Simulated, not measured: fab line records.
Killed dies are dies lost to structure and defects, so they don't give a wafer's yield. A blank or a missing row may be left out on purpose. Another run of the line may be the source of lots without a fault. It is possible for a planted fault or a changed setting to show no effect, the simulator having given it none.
Matching of chambers / flow berkeley cmos170 / UCB170_V1_CMP_02 on cmp-01: 4 sister chambers
The step polishes SiO2. 4 wafers are shown with their chamber, then 7 later ones without.

== WAFERS WITH THEIR CHAMBER ==
wafer=L619.1; chamber=2; motor current A (A)=14.8
wafer=L619.6; chamber=1; motor current A (A)=16.1
wafer=L630.1; chamber=3; motor current A (A)=15.8
wafer=L630.2; chamber=0; motor current A (A)=14.4

== WAFERS MISSING THEIR CHAMBER ==
wafer=L630.3; motor current A (A)=15.6
wafer=L631.2; motor current A (A)=16.2
wafer=L631.4; motor current A (A)=15.2
wafer=L631.6; motor current A (A)=16.3
wafer=L633.1; motor current A (A)=16.5
wafer=L633.3; motor current A (A)=15.9
wafer=L633.5; motor current A (A)=14.6

== CHAMBER TAKEN BY EACH ==
wafer=L630.3; from the rows above=can't be placed: 3 or 1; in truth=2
wafer=L631.2; from the rows above=can't be placed: 1 or 3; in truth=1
wafer=L631.4; from the rows above=can't be placed: 2 or 3 or 0 or 1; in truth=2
wafer=L631.6; from the rows above=can't be placed: 1 or 3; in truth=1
wafer=L633.1; from the rows above=can't be placed: 1 or 3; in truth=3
wafer=L633.3; from the rows above=can't be placed: 3 or 1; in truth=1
wafer=L633.5; from the rows above=can't be placed: 0 or 2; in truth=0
Correct placement for 0 of the 7. Cannot be placed on the basis of these rows: 7; the candidates contain the true chamber in 6. Wrongly placed: 0.
How it was worked out, from the rows above alone: a wafer's distance from a chamber is the root of the sum, over the readings, of the square of ((its reading less the chamber's mean) divided by the reading's scatter). If the next closest chamber is less than 2 further off than the closest, the wafer can't be placed; otherwise it belongs to the closest. The mean given for a chamber averages the wafers shown for that chamber. The scatter: with one shown wafer a chamber, the root of the mean of the squares of how far each hidden wafer lies from its nearest shown one.
